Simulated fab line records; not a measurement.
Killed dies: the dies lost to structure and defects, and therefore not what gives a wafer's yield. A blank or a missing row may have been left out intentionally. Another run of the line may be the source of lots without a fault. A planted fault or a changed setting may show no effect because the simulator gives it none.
fab line records	flow ritCmos
record lots=6	wafers=18	lastDay=8
route steps=202 shown NLDD@110 PLDD@114 SPACER@125 NSD@131 PSD@142
lots with no fault: from the same line, run without faults
startH: hours from the record's opening day to when the first of the lot's shown wafers began	waitH: hours from the lot's prior step to this one	" unchanged from the row above	L1.1+2: a row that stands for several wafers	- no value, or no start was given	* or withheld: withheld	< > ~ a bound
route shown NAME@n: NAME is a module with steps in the file, n the number in the route of the first one	usual: average and standard deviation across the fault-free wafers	same: alike in all rows	chamber/n: place in a boat	sites: per-site readings	_std_site: standard deviation across them	_edge_site: mean of outer sites minus mean of inner sites	radiusMm: for every site, how far away it sits from the centre of the wafer	mask NAME#n: copy n	behind: the last tool/chamber to shape the wafer	hold: why the lot was held/for how many hours/how that ended	device: the transistor (n, p or np) that didn't switch	end of line: tests run on the same wafers once the route is complete	step lacking rows: just its recipe	killed: the dies lost at the first sort to structure and to defects; this is not the yield of the wafer	map: dies across one wafer; x = killed, . = not, _ = none there
set.NAME: setting as actually run; set.NAME@STEP: the setting as run at that earlier step	model.NAME: the simulator's own value behind a step, which no gauge read
a table for each step, a row for each wafer; lots at some steps of the route
services: from which hour (startH, from the record's first day; less than 0 if before it) a tool's chamber was out of use, for how many hours, and why
## steps
# step RIT_NLDD_HARDBAKE_07
# recipe resist=NOVOLAK	tempC=140	timeS=60
# step RIT_NLDD_IMPLANT_08
# recipe species=P	energyKev=20	doseCm2=5e+14	tiltDeg=7
# step RIT_NLDD_STRIP_09
# recipe chemistry=O2	timeS=180	resist=NOVOLAK	platenTempC=withheld	powerW=500	pressureMtorr=4000	o2FlowSccm=4000
# usual drypumpMotorCurrentA=5.87/0.26	o2FlowSccm=4001/11
lot.wafer	tool	chamber	startH	waitH	drypumpMotorCurrentA	o2FlowSccm	rfHoursCounterH
L876.3	plasmaAsher-03	0	52.55	0.1	5.98	3990	-
L876.4	"	1	"	"	5.90	4027	-
L876.5	"	1	"	"	5.92	3998	-
L877.1	plasmaAsher-02	0	52.96	0.1	5.49	4015	41
L877.3	"	0	"	"	5.52	4007	-
L877.5	"	1	"	"	5.63	4005	-
L891.4	plasmaAsher-02	0	120.93	0.1	5.50	3984	-
L891.5	"	1	"	"	5.65	3992	-
L891.6	"	0	"	"	5.53	4008	-
L892.1	plasmaAsher-03	1	125.11	0.1	5.91	4000	1
L892.4	"	1	"	"	5.92	3986	-
L892.6	"	1	"	"	5.89	4001	-
L895.2	plasmaAsher-02	1	148.15	0.1	5.62	3980	52
L895.3	"	1	"	"	5.61	3987	-
L895.4	"	0	"	"	5.53	4000	-
L898.1	plasmaAsher-03	0	166.86	0.1	6.00	4009	5
L898.2	"	1	"	"	5.94	4019	5
L898.3	"	1	"	"	5.92	4019	-
# step RIT_NLDD_TW_MEAS_10
# usual NLDD_TW=2482/22
lot.wafer	tool	chamber	startH	waitH	NLDD_TW
L876.3	filmMetro-03	-	52.68	0.1	2522
L876.4	"	-	"	"	2520
L876.5	"	-	"	"	2510
L877.1	filmMetro-03	-	53.13	0.1	2537
L877.3	"	-	"	"	2515
L877.5	"	-	"	"	2529
L891.4	filmMetro-04	-	121.07	0.1	2474
L891.5	"	-	"	"	2475
L891.6	"	-	"	"	2471
L892.1	filmMetro-03	-	125.28	0.1	2528
L892.4	"	-	"	"	2520
L892.6	"	-	"	"	2507
L895.2	filmMetro-04	-	148.34	0.1	2479
L895.3	"	-	"	"	2463
L895.4	"	-	"	"	2474
L898.1	filmMetro-04	-	167.04	0.1	2462
L898.2	"	-	"	"	2457
L898.3	"	-	"	"	2467
# step RIT_PLDD_HMDS_00
# recipe primeTimeS=60	primeTempC=140
# step RIT_PLDD_COAT_01
# recipe resist=NOVOLAK	spinRpm=3250	resistThkNm=1000
# step RIT_PLDD_SOFTBAKE_02
# recipe resist=NOVOLAK	tempC=90	timeS=60
# step RIT_PLDD_EXPOSE_03
# recipe maskId=M8	na=0.57	targetCdNm=40900	doseMj=250
# step RIT_PLDD_PEB_04
# recipe resist=NOVOLAK	tempC=withheld	timeS=withheld
# step RIT_PLDD_DEVELOP_05
# recipe resist=NOVOLAK	developTimeS=50	devTempC=23
# step RIT_PLDD_OVL_MEAS_06
# usual PLDD_OVL=0.6/1.4
lot.wafer	tool	chamber	startH	waitH	PLDD_OVL[nm]
L876.3	overlay-01	-	53.74	-	-2.4
L876.4	"	-	"	"	0.8
L876.5	"	-	"	"	0.6
L877.1	overlay-02	-	54.21	-	-0.4
L877.3	"	-	"	"	1.8
L877.5	"	-	"	"	0.4
L891.4	overlay-01	-	121.97	-	3.1
L891.5	"	-	"	"	2.1
L891.6	"	-	"	"	2.1
L892.1	overlay-02	-	126.21	-	0.1
L892.4	"	-	"	"	3.1
L892.6	"	-	"	"	-1.2
L895.2	overlay-01	-	149.24	-	-0.7
L895.3	"	-	"	"	-0.6
L895.4	"	-	"	"	0.2
L898.1	overlay-02	-	168.07	-	0.1
L898.2	"	-	"	"	1.1
L898.3	"	-	"	"	-0.3
# step RIT_PLDD_HARDBAKE_07
# recipe resist=NOVOLAK	tempC=140	timeS=60
# step RIT_PLDD_IMPLANT_08
# recipe species=BF2	energyKev=20	doseCm2=9e+14	tiltDeg=7
# usual beamEnergyKeV=20.000/0.0061	beamOnS=10.02/0.17	tiltDeg=7.004/0.02
lot.wafer	tool	chamber	startH	waitH	beamEnergyKeV	beamOnS	tiltDeg
L876.3	implanter-02	0	53.96	0.1	19.985	10.24	7.019
L876.4	"	0	"	"	20.007	9.83	7.017
L876.5	"	0	"	"	19.996	10.15	7.012
L877.1	implanter-03	0	54.41	0.1	19.986	10.20	6.980
L877.3	"	0	"	"	20.006	9.97	7.003
L877.5	"	0	"	"	20.001	10.21	6.997
L891.4	implanter-02	-	122.22	0.1	-	-	-
L891.5	"	-	"	"	-	-	-
L891.6	"	-	"	"	-	-	-
L892.1	implanter-04	-	126.39	0.1	-	-	-
L892.4	"	-	"	"	-	-	-
L892.6	"	-	"	"	-	-	-
L895.2	implanter-02	0	149.45	0.1	19.994	10.09	7.013
L895.3	"	0	"	"	19.991	10.08	6.973
L895.4	"	0	"	"	19.987	9.80	7.010
L898.1	implanter-04	0	168.26	0.1	20.005	10.15	6.999
L898.2	"	0	"	"	20.003	10.16	6.992
L898.3	"	0	"	"	19.997	9.95	7.027
# step RIT_PLDD_STRIP_09
# recipe chemistry=O2	timeS=180	resist=NOVOLAK	platenTempC=withheld	powerW=500	pressureMtorr=4000	o2FlowSccm=4000
# usual drypumpMotorCurrentA=5.7/0.46	o2FlowSccm=4002/11
lot.wafer	tool	chamber	startH	waitH	drypumpMotorCurrentA	o2FlowSccm	rfHoursCounterH
L876.3	plasmaAsher-01	1	54.12	0.1	5.0	4018	-
L876.4	"	0	"	"	5.6	4007	-
L876.5	"	1	"	"	5.0	4017	-
L877.1	plasmaAsher-02	0	54.56	0.1	5.5	3996	42
L877.3	"	1	"	"	5.6	3986	-
L877.5	"	0	"	"	5.5	4002	-
L891.4	plasmaAsher-01	1	122.35	0.1	5.0	4004	-
L891.5	"	0	"	"	5.5	4029	-
L891.6	"	1	"	"	5.0	4021	-
L892.1	plasmaAsher-01	0	126.54	0.1	5.6	3989	34
L892.4	"	0	"	"	5.5	4002	-
L892.6	"	1	"	"	5.0	4013	-
L895.2	plasmaAsher-02	0	149.57	0.1	5.5	3994	52
L895.3	"	0	"	"	5.5	4016	-
L895.4	"	1	"	"	5.6	4006	-
L898.1	plasmaAsher-04	0	168.41	0.1	6.1	4010	52
L898.2	"	1	"	"	6.3	3989	52
L898.3	"	1	"	"	6.3	3981	-
# step RIT_PLDD_TW_MEAS_10
# usual PLDD_TW=2349/23
lot.wafer	tool	chamber	startH	waitH	PLDD_TW
L876.3	filmMetro-03	-	54.26	0.1	2376
L876.4	"	-	"	"	2375
L876.5	"	-	"	"	2384
L877.1	filmMetro-01	-	54.74	0.1	2340
L877.3	"	-	"	"	2325
L877.5	"	-	"	"	2325
L891.4	filmMetro-03	-	122.50	0.1	30
L891.5	"	-	"	"	30
L891.6	"	-	"	"	30
L892.1	filmMetro-04	-	126.72	0.1	30
L892.4	"	-	"	"	30
L892.6	"	-	"	"	30
L895.2	filmMetro-03	-	149.76	0.1	2377
L895.3	"	-	"	"	2374
L895.4	"	-	"	"	2358
L898.1	filmMetro-01	-	168.58	0.1	2344
L898.2	"	-	"	"	2332
L898.3	"	-	"	"	2324
# step RIT_SPACER_CLEAN_00
# recipe chemistry=SC1	mix=3:3:50	timeS=600	tempC=75
# step RIT_SPACER_CLEAN_01
# recipe chemistry=dHF	dilution=50:1	timeS=30
# step RIT_SPACER_CLEAN_02
# recipe chemistry=SC2	mix=3:3:50	timeS=600	tempC=75	dry=n2Spin
# step RIT_SPACER_CVD_03
# recipe material=Si3N4	targetThkNm=250	tempC=810	precursor=SiH2Cl2/NH3	timeS=3300	pressureMtorr=300	sih2cl2FlowSccm=60	nh3FlowSccm=150
# step RIT_SPACER_THK_MEAS_04
# recipe reads=Si3N4_of_SPACER_CVD_03
# usual SPACER_NITRIDE_THK=249.4/2.3
lot.wafer	tool	chamber	startH	waitH	SPACER_NITRIDE_THK[nm]
L876.3	filmMetro-02	-	56.60	0.0	249.3
L876.4	"	-	"	"	249.0
L876.5	"	-	"	"	245.7
L877.1	filmMetro-03	-	58.50	0.0	248.7
L877.3	"	-	"	"	247.6
L877.5	"	-	"	"	247.1
L891.4	filmMetro-02	-	124.84	0.0	249.2
L891.5	"	-	"	"	248.8
L891.6	"	-	"	"	248.5
L892.1	filmMetro-01	-	129.06	0.0	251.4
L892.4	"	-	"	"	250.7
L892.6	"	-	"	"	253.1
L895.2	filmMetro-03	-	152.10	0.0	246.5
L895.3	"	-	"	"	247.2
L895.4	"	-	"	"	247.2
L898.1	filmMetro-01	-	172.02	0.0	250.0
L898.2	"	-	"	"	247.8
L898.3	"	-	"	"	249.1
# step RIT_SPACER_ETCHBACK_05
# recipe targetDepthA=2500	SF6_flow_sccm=30	CHF3_flow_sccm=30	target=Si3N4	chemistry=SF6/CHF3	pressureMtorr=40	rfW=250	timeS=240	stopOn=SiO2
# usual drypumpMotorCurrentA=5.9/0.49	oesProductAu=0.841/0.013	throttleValvePct=10.32/0.11
lot.wafer	tool	chamber	startH	waitH	drypumpMotorCurrentA	oesProductAu	rfHoursCounterH	throttleValvePct
L876.3	rieDiel-03	0	56.64	0.0	5.8	0.839	60	10.44
L876.4	"	2	"	"	6.6	0.838	65	10.32
L876.5	"	1	"	"	6.1	0.828	-	10.52
L877.1	rieDiel-02	0	58.56	0.1	5.3	0.832	36	10.33
L877.3	"	2	"	"	5.6	0.825	94	10.24
L877.5	"	1	"	"	5.7	0.817	-	10.09
L891.4	rieDiel-03	2	124.87	0.0	6.6	0.842	66	10.31
L891.5	"	0	"	"	5.9	0.837	-	10.44
L891.6	"	3	"	"	4.9	0.845	-	10.22
L892.1	rieDiel-04	2	129.12	0.1	6.2	0.843	10	10.20
L892.4	"	3	"	"	6.2	0.859	3	10.43
L892.6	"	0	"	"	6.0	0.847	-	10.32
L895.2	rieDiel-04	2	152.15	0.0	6.2	0.838	11	10.21
L895.3	"	1	"	"	6.5	0.846	93	10.19
L895.4	"	2	"	"	6.2	0.843	-	10.21
L898.1	rieDiel-03	3	172.08	0.1	4.8	0.838	142	10.23
L898.2	"	1	"	"	6.2	0.814	118	10.51
L898.3	"	0	"	"	5.9	0.831	62	10.44
# step RIT_NSD_HMDS_00
# recipe primeTimeS=60	primeTempC=140
# step RIT_NSD_COAT_01
# recipe resist=NOVOLAK	spinRpm=3250	resistThkNm=1000
# step RIT_NSD_SOFTBAKE_02
# recipe resist=NOVOLAK	tempC=90	timeS=60
# step RIT_NSD_EXPOSE_03
# recipe maskId=M9	na=0.57	targetCdNm=40700	doseMj=250
# step RIT_NSD_PEB_04
# recipe resist=NOVOLAK	tempC=withheld	timeS=withheld
# step RIT_NSD_DEVELOP_05
# recipe resist=NOVOLAK	developTimeS=50	devTempC=23
# step RIT_NSD_OVL_MEAS_06
# usual NSD_OVL=0.4/1.4
lot.wafer	tool	chamber	startH	waitH	NSD_OVL[nm]
L876.3	overlay-01	-	57.78	-	1.2
L876.4	"	-	"	"	0.9
L876.5	"	-	"	"	-2.1
L877.1	overlay-01	-	59.78	-	1.9
L877.3	"	-	"	"	1.2
L877.5	"	-	"	"	3.8
L891.4	overlay-01	-	126.01	-	-0.7
L891.5	"	-	"	"	0.2
L891.6	"	-	"	"	0.5
L892.1	overlay-01	-	130.25	-	1.9
L892.4	"	-	"	"	1.6
L892.6	"	-	"	"	-0.4
L895.2	overlay-01	-	153.49	-	0.3
L895.3	"	-	"	"	1.1
L895.4	"	-	"	"	0.9
L898.1	overlay-01	-	173.20	-	-0.5
L898.2	"	-	"	"	1.5
L898.3	"	-	"	"	-1.1
# step RIT_NSD_HARDBAKE_07
# recipe resist=NOVOLAK	tempC=140	timeS=60
# step RIT_NSD_IMPLANT_08
# recipe species=P	energyKev=25	doseCm2=1e+15	tiltDeg=7
# step RIT_NSD_STRIP_09
# recipe chemistry=O2	timeS=180	resist=NOVOLAK	platenTempC=withheld	powerW=500	pressureMtorr=4000	o2FlowSccm=4000
# usual drypumpMotorCurrentA=5.7/0.3	o2FlowSccm=4001/12
lot.wafer	tool	chamber	startH	waitH	drypumpMotorCurrentA	o2FlowSccm	rfHoursCounterH
L876.3	plasmaAsher-02	1	58.16	0.1	5.6	3980	-
L876.4	"	0	"	"	5.5	4018	-
L876.5	"	0	"	"	5.5	4006	-
L877.1	plasmaAsher-03	1	60.25	0.1	5.9	4013	41
L877.3	"	1	"	"	5.9	4032	-
L877.5	"	0	"	"	6.0	3988	-
L891.4	plasmaAsher-03	1	126.39	0.1	5.9	4000	-
L891.5	"	1	"	"	5.9	3991	-
L891.6	"	0	"	"	6.0	3998	-
L892.1	plasmaAsher-03	1	130.66	0.1	5.9	3999	1
L892.4	"	1	"	"	5.9	4007	-
L892.6	"	1	"	"	5.9	4003	-
L895.2	plasmaAsher-03	1	153.82	0.1	5.9	3985	3
L895.3	"	0	"	"	6.0	3996	-
L895.4	"	1	"	"	5.9	3995	-
L898.1	plasmaAsher-02	0	173.54	0.1	5.5	3986	55
L898.2	"	1	"	"	5.6	3999	55
L898.3	"	1	"	"	5.6	4005	-
# step RIT_NSD_TW_MEAS_10
# usual NSD_TW=3110/25
lot.wafer	tool	chamber	startH	waitH	NSD_TW
L876.3	filmMetro-01	-	58.30	0.1	3107
L876.4	"	-	"	"	3103
L876.5	"	-	"	"	3115
L877.1	filmMetro-01	-	60.42	0.1	3111
L877.3	"	-	"	"	3114
L877.5	"	-	"	"	3086
L891.4	filmMetro-03	-	126.53	0.1	3139
L891.5	"	-	"	"	3146
L891.6	"	-	"	"	3146
L892.1	filmMetro-04	-	130.83	0.1	3100
L892.4	"	-	"	"	3089
L892.6	"	-	"	"	3089
L895.2	filmMetro-03	-	154.01	0.1	3130
L895.3	"	-	"	"	3152
L895.4	"	-	"	"	3156
L898.1	filmMetro-01	-	173.71	0.1	3099
L898.2	"	-	"	"	3090
L898.3	"	-	"	"	3079
# step RIT_PSD_HMDS_00
# recipe primeTimeS=60	primeTempC=140
# step RIT_PSD_COAT_01
# recipe resist=NOVOLAK	spinRpm=3250	resistThkNm=1000
# step RIT_PSD_SOFTBAKE_02
# recipe resist=NOVOLAK	tempC=90	timeS=60
# step RIT_PSD_EXPOSE_03
# recipe maskId=M10	na=0.57	targetCdNm=40900	doseMj=250
# step RIT_PSD_PEB_04
# recipe resist=NOVOLAK	tempC=withheld	timeS=withheld
# step RIT_PSD_DEVELOP_05
# recipe resist=NOVOLAK	developTimeS=50	devTempC=23
# step RIT_PSD_OVL_MEAS_06
# usual PSD_OVL=1.8/1.5
lot.wafer	tool	chamber	startH	waitH	PSD_OVL[nm]
L876.3	overlay-02	-	59.32	-	3.8
L876.4	"	-	"	"	1.3
L876.5	"	-	"	"	2.1
L877.1	overlay-02	-	61.46	-	3.2
L877.3	"	-	"	"	1.3
L877.5	"	-	"	"	1.3
L891.4	overlay-02	-	127.43	-	1.1
L891.5	"	-	"	"	0.0
L891.6	"	-	"	"	4.0
L892.1	overlay-01	-	131.74	-	3.6
L892.4	"	-	"	"	2.5
L892.6	"	-	"	"	2.6
L895.2	overlay-01	-	154.92	-	3.3
L895.3	"	-	"	"	3.2
L895.4	"	-	"	"	2.9
L898.1	overlay-02	-	174.62	-	3.3
L898.2	"	-	"	"	3.9
L898.3	"	-	"	"	2.1
# step RIT_PSD_HARDBAKE_07
# recipe resist=NOVOLAK	tempC=140	timeS=60
# step RIT_PSD_IMPLANT_08
# recipe species=BF2	energyKev=27	doseCm2=5e+15	tiltDeg=7
# step RIT_PSD_STRIP_09
# recipe chemistry=O2	timeS=180	resist=NOVOLAK	platenTempC=withheld	powerW=500	pressureMtorr=4000	o2FlowSccm=4000
# usual drypumpMotorCurrentA=5.7/0.46	o2FlowSccm=4000/12
lot.wafer	tool	chamber	startH	waitH	drypumpMotorCurrentA	o2FlowSccm	rfHoursCounterH
L876.3	plasmaAsher-01	0	59.71	0.1	5.6	4006	-
L876.4	"	1	"	"	5.0	4005	-
L876.5	"	1	"	"	5.0	3991	-
L877.1	plasmaAsher-03	0	61.80	0.1	6.0	3993	42
L877.3	"	0	"	"	6.0	3989	-
L877.5	"	0	"	"	6.0	3988	-
L891.4	plasmaAsher-03	0	127.81	0.1	6.0	3996	-
L891.5	"	1	"	"	5.9	3997	-
L891.6	"	0	"	"	6.0	3985	-
L892.1	plasmaAsher-04	1	132.08	0.1	6.3	3986	49
L892.4	"	0	"	"	6.1	4019	-
L892.6	"	0	"	"	6.1	4014	-
L895.2	plasmaAsher-04	1	155.25	0.1	6.3	4008	51
L895.3	"	0	"	"	6.2	4020	-
L895.4	"	1	"	"	6.3	4005	-
L898.1	plasmaAsher-01	0	174.96	0.1	5.5	4004	38
L898.2	"	1	"	"	5.0	4007	38
L898.3	"	0	"	"	5.5	3997	-
# step RIT_SDANNEAL_RS_MEAS_06
# recipe thkMeasGauge=four-point-probe
# usual PLDD_RS=178.8/0.46
lot.wafer	tool	chamber	startH	waitH	PLDD_RS[ohm/sq]
L876.3	filmMetro-03	-	60.59	0.1	179.0
L876.4	"	-	"	"	178.8
L876.5	"	-	"	"	178.9
L877.1	filmMetro-01	-	62.87	0.1	179.4
L877.3	"	-	"	"	179.9
L877.5	"	-	"	"	178.9
L891.4	filmMetro-01	-	128.71	0.1	133.1
L891.5	"	-	"	"	133.0
L891.6	"	-	"	"	133.2
L892.1	filmMetro-01	-	132.98	0.1	133.1
L892.4	"	-	"	"	133.4
L892.6	"	-	"	"	133.3
L895.2	filmMetro-01	-	156.36	0.1	178.4
L895.3	"	-	"	"	179.1
L895.4	"	-	"	"	179.3
L898.1	filmMetro-04	-	175.86	0.1	178.8
L898.2	"	-	"	"	178.9
L898.3	"	-	"	"	178.4
## services
tool	chamber	startH	hours	kind
rieDiel-04	0	42.82	4.8	repair
plasmaAsher-03	-	76.25	2.9	repair
plasmaAsher-04	-	78.88	2.8	pm
rieDiel-03	0	86.65	18.1	repair
implanter-02	-	104.09	5.3	repair
plasmaAsher-03	-	108.75	9.0	pm
plasmaAsher-03	0	108.75	9.0	ventCycle
plasmaAsher-03	1	108.75	9.0	ventCycle
plasmaAsher-03	-	116.03	0.7	repair
plasmaAsher-03	0	117.75	-	clean
plasmaAsher-03	1	117.75	-	clean
implanter-03	-	129.22	0.7	repair
plasmaAsher-01	-	136.21	0.6	repair
implanter-04	-	136.36	3.6	repair
rieDiel-04	3	145.90	8.6	repair
implanter-02	-	153.01	0.5	repair
implanter-02	-	170.57	4.2	repair
rieDiel-02	0	170.60	6.2	repair
## key
firstSign step=RIT_PLDD_IMPLANT_08	reading=toolRecord	direction=missing
effect step=RIT_PLDD_TW_MEAS_10	reading=PLDD_TW	direction=down	sigmas=99+	usual=2349	struck=30
effect step=RIT_SDANNEAL_RS_MEAS_06	reading=PLDD_RS	direction=down	sigmas=99+	usual=178.8	struck=133.2
metAt RIT_PLDD_IMPLANT_08
struckWafers L891.4,L891.5,L891.6,L892.1,L892.4,L892.6
laterRowsLeftOut L891.4,L891.5,L891.6,L892.1,L892.4,L892.6
sortLeftOut L891.4,L891.5,L891.6,L892.1,L892.4,L892.6
testerLeftOut L891,L892
onsetBetween 53.96 122.22
fault kind=skippedStepWhole	tool=implanter-02,implanter-04	chamber=-	onsetH=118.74	steps=RIT_PLDD_IMPLANT_08	scope=struckLotsOnly
# testerLeftOut: of these lots the tester's yield and bins aren't shown, on N5 and GAA mostly nor the transistor test; their killed dies are dies lost to structure and defects alone, not to doping, threshold or leakage, so they don't give the yield
# sortLeftOut: the simulated sort isn't trusted on such a fault, so these wafers' sort isn't shown, and their yield isn't known
# laterRowsLeftOut: the simulator's readings of these wafers behind a module that went badly wrong aren't trusted and aren't shown, but for the sort
